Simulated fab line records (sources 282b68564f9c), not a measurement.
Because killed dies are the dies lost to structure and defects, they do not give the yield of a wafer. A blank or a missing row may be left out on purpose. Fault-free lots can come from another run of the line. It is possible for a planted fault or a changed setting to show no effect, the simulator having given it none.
Check for tools in common    flow ritCmos    42 wafers sampled across 14 lots

== REASON FOR OPENING ==
At RIT_REOX_THK_MEAS_04 the reading REOX_OXIDE_THK is flagged on 2 of 14 lots. Fault-free wafers read 24.9 nm, with a standard deviation of 0.57.
Rule: a lot gets a flag if all its wafers with a number sit over 4 standard deviations from that mean, or if no wafer of it has a number. All remaining lots are regarded as sound.

lot   measured     on            REOX_OXIDE_THK (nm), wafer by wafer  flag
L474  day 3 03:02  filmMetro-03  24.6 25.2 24.7                       
L475  day 3 04:53  filmMetro-01  24.9 25.6 25.1                       
L476  day 3 04:54  filmMetro-03  25.4 25.6 25.4                       
L478  day 4 00:32  filmMetro-02  25.1 25.3 25.2                       
L479  day 4 02:58  filmMetro-03  25.0 25.3 25.5                       
L480  day 4 02:58  filmMetro-02  24.4 24.5 24.7                       
L481  day 4 05:29  filmMetro-01  24.5 24.8 24.6                       
L482  day 4 16:23  filmMetro-01  14.5 14.7 15.2                       FLAGGED
L484  day 4 21:30  filmMetro-02  13.7 13.7 13.4                       FLAGGED
L486  day 5 10:51  filmMetro-03  24.7 25.3 25.1                       
L488  day 5 15:48  filmMetro-03  25.8 25.5 26.4                       
L489  day 6 01:58  filmMetro-03  24.9 24.3 24.4                       
L496  day 8 00:51  filmMetro-02  24.5 24.5 24.1                       
L497  day 8 00:52  filmMetro-01  23.9 23.9 23.9                       
On average the flagged lots' numbers are 14.2 nm, which is -10.7 nm against the usual, or -19 standard deviations.

== EACH LOT AND THE TOOL IT RAN ON ==
The record holds 1 process step before the reading, out of a route of 202 steps. In each cell: the tool, then ch and the chambers that the sampled wafers went through, then the start.
lot   flag     RIT_REOX_OXIDATION_03
L474           furnace-03 ch 0, day 3 00:28
L475           furnace-01 ch 0, day 3 02:20
L476           furnace-01 ch 0, day 3 02:20
L478           furnace-04 ch 0, day 3 21:58
L479           furnace-03 ch 0, day 4 00:23
L480           furnace-03 ch 0, day 4 00:23
L481           furnace-03 ch 0, day 4 02:56
L482  FLAGGED  furnace-03 ch 0, day 4 13:49
L484  FLAGGED  furnace-03 ch 0, day 4 18:55
L486           furnace-04 ch 0, day 5 08:17
L488           furnace-01 ch 0, day 5 13:14
L489           furnace-04 ch 0, day 5 23:25
L496           furnace-03 ch 0, day 7 22:18
L497           furnace-03 ch 0, day 7 22:18
What these steps do:
- RIT_REOX_OXIDATION_03: target thk 25.2 nm, ox time 5580 s.
- RIT_REOX_THK_MEAS_04

== FLAGGED AGAINST TOTAL, ONE TOOL AT A TIME (gauges that did the reading follow at the end) ==
step                   tool          lots run  flagged  share of the flagged lots  sound lots run after its first flagged lot
RIT_REOX_OXIDATION_03  furnace-01    3         0        none                       -
RIT_REOX_OXIDATION_03  furnace-03    8         2        all                        2 (L496,L497)
RIT_REOX_OXIDATION_03  furnace-04    3         0        none                       -
RIT_REOX_THK_MEAS_04   filmMetro-01  4         1        some                       1 (L497)
RIT_REOX_THK_MEAS_04   filmMetro-02  4         1        some                       1 (L496)
RIT_REOX_THK_MEAS_04   filmMetro-03  6         0        none                       -

== WHAT THE TABLE ALLOWS ==
1 row of the table ran every flagged lot: furnace-03 at RIT_REOX_OXIDATION_03.
- furnace-03 at RIT_REOX_OXIDATION_03: 2 of its 8 lots flagged. After the first flagged lot (L496, L497), sound lots still ran on it; a lasting fault on the whole tool would not permit that.
Not one row of the table ran every flagged lot while running no sound lot after the first.

== WHAT THE SIMULATOR HAD INSERTED ==
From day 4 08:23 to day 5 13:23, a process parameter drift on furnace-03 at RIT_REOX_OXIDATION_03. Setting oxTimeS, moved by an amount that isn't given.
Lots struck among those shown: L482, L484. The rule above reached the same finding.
